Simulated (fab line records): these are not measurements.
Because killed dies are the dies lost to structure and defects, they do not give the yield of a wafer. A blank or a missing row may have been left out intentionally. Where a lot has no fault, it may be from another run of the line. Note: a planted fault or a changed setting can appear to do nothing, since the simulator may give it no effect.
Which tool did it? || flow berkeleyCmos170 || 14 lots, 42 wafers sampled, at 2 steps of a route of 331

WHAT THE GAUGES SHOWED, per wafer
UCB170_M3_BOW_MEAS_20. Usual: M3_BOW typically reads 35 um, with standard deviation 8.1.
{"lot": "L800", "measured": "day 9 13:05", "on": "filmMetro-02", "M3_BOW (um)": "41 53 49", "flag": ""}
{"lot": "L801", "measured": "day 9 22:41", "on": "filmMetro-01", "M3_BOW (um)": "36 33 39", "flag": ""}
{"lot": "L802", "measured": "day 10 00:16", "on": "filmMetro-01", "M3_BOW (um)": "25 24 28", "flag": ""}
{"lot": "L804", "measured": "day 10 05:49", "on": "filmMetro-01", "M3_BOW (um)": "19 19 23", "flag": ""}
{"lot": "L812", "measured": "day 11 18:10", "on": "filmMetro-03", "M3_BOW (um)": "28 39 44", "flag": ""}
{"lot": "L813", "measured": "day 11 20:02", "on": "filmMetro-01", "M3_BOW (um)": "33 30 17", "flag": ""}
{"lot": "L816", "measured": "day 11 22:02", "on": "filmMetro-02", "M3_BOW (um)": "36 33 39", "flag": ""}
{"lot": "L817", "measured": "day 12 04:58", "on": "filmMetro-02", "M3_BOW (um)": "32 29 20", "flag": ""}
{"lot": "L814", "measured": "day 12 05:13", "on": "filmMetro-02", "M3_BOW (um)": "31 30 39", "flag": ""}
{"lot": "L815", "measured": "day 12 05:49", "on": "filmMetro-03", "M3_BOW (um)": "49 42 47", "flag": ""}
{"lot": "L818", "measured": "day 12 10:05", "on": "filmMetro-02", "M3_BOW (um)": "53 31 45", "flag": ""}
{"lot": "L822", "measured": "day 13 14:14", "on": "filmMetro-01", "M3_BOW (um)": "53 33 47", "flag": ""}
{"lot": "L820", "measured": "day 13 14:20", "on": "filmMetro-03", "M3_BOW (um)": "40 27 36", "flag": ""}
{"lot": "L819", "measured": "day 13 14:32", "on": "filmMetro-02", "M3_BOW (um)": "34 38 22", "flag": ""}

EACH LOT AND THE TOOL THAT RAN IT (in order: tool; ch and the chambers of the sampled wafers; start)
{"lot": "L800", "UCB170_M3_DEVELOP_14": "lithoTrack-03 ch 0, day 9 12:00"}
{"lot": "L801", "UCB170_M3_DEVELOP_14": "lithoTrack-02 ch 0, day 9 21:00"}
{"lot": "L802", "UCB170_M3_DEVELOP_14": "lithoTrack-04, day 9 23:00"}
{"lot": "L804", "UCB170_M3_DEVELOP_14": "lithoTrack-03, day 10 05:00"}
{"lot": "L812", "UCB170_M3_DEVELOP_14": "lithoTrack-03 ch 0, day 11 17:00"}
{"lot": "L813", "UCB170_M3_DEVELOP_14": "lithoTrack-02 ch 0, day 11 19:00"}
{"lot": "L816", "UCB170_M3_DEVELOP_14": "lithoTrack-03 ch 0, day 11 21:00"}
{"lot": "L817", "UCB170_M3_DEVELOP_14": "lithoTrack-03 ch 0, day 12 04:00"}
{"lot": "L814", "UCB170_M3_DEVELOP_14": "lithoTrack-03 ch 0, day 12 04:00"}
{"lot": "L815", "UCB170_M3_DEVELOP_14": "lithoTrack-04 ch 0, day 12 04:00"}
{"lot": "L818", "UCB170_M3_DEVELOP_14": "lithoTrack-03 ch 0, day 12 09:00"}
{"lot": "L822", "UCB170_M3_DEVELOP_14": "lithoTrack-03 ch 0, day 13 13:00"}
{"lot": "L820", "UCB170_M3_DEVELOP_14": "lithoTrack-04 ch 0, day 13 13:00"}
{"lot": "L819", "UCB170_M3_DEVELOP_14": "lithoTrack-03 ch 0, day 13 13:00"}
- UCB170_M3_DEVELOP_14: develop time 45 s.

AS READ BY THE TOOLS THEMSELVES (means over the sampled wafers that have a number; for cases with no such wafer, the mark the record gives instead)
UCB170_M3_DEVELOP_14. Usual: 23.02 C for chillPlateTempC, sd 0.11.
{"lot": "L800", "tool": "lithoTrack-03", "chillPlateTempC (C)": 22.97, "flag": ""}
{"lot": "L801", "tool": "lithoTrack-02", "chillPlateTempC (C)": 23.14, "flag": ""}
{"lot": "L802", "tool": "lithoTrack-04", "chillPlateTempC (C)": "-", "flag": "OFF"}
{"lot": "L804", "tool": "lithoTrack-03", "chillPlateTempC (C)": "-", "flag": "OFF"}
{"lot": "L812", "tool": "lithoTrack-03", "chillPlateTempC (C)": 23.16, "flag": ""}
{"lot": "L813", "tool": "lithoTrack-02", "chillPlateTempC (C)": 23.09, "flag": ""}
{"lot": "L816", "tool": "lithoTrack-03", "chillPlateTempC (C)": 22.91, "flag": ""}
{"lot": "L817", "tool": "lithoTrack-03", "chillPlateTempC (C)": 22.97, "flag": ""}
{"lot": "L814", "tool": "lithoTrack-03", "chillPlateTempC (C)": 23.13, "flag": ""}
{"lot": "L815", "tool": "lithoTrack-04", "chillPlateTempC (C)": 22.94, "flag": ""}
{"lot": "L818", "tool": "lithoTrack-03", "chillPlateTempC (C)": 23.10, "flag": ""}
{"lot": "L822", "tool": "lithoTrack-03", "chillPlateTempC (C)": 22.95, "flag": ""}
{"lot": "L820", "tool": "lithoTrack-04", "chillPlateTempC (C)": 23.11, "flag": ""}
{"lot": "L819", "tool": "lithoTrack-03", "chillPlateTempC (C)": 22.97, "flag": ""}

THE ANSWER, worked out from the rows above alone
Rule: take the mean of a lot's wafers that have a number; if it is more than 3 standard deviations from the usual mean, the lot is off. Also off: a lot with no number at a reading for which 4 or more lots have one. Where the step has rows for the other lots, those lots are counted as sound. The gauges are gone through in route order, then the tools' own readings, and for those a lot's mean is taken as printed above. The first step at which some lot is off is used, and at that step the reading that is off furthest; a lot without a number counts as furthest.
Off, at UCB170_M3_DEVELOP_14 on chillPlateTempC: L802, L804. Without a number there: L802, L804.
A tool fits if, at that step or a process step before it, it ran every lot that is off, and no sound lot after the first of them. Not one of the candidates tried fits.

WHAT THE SIMULATOR PUT IN
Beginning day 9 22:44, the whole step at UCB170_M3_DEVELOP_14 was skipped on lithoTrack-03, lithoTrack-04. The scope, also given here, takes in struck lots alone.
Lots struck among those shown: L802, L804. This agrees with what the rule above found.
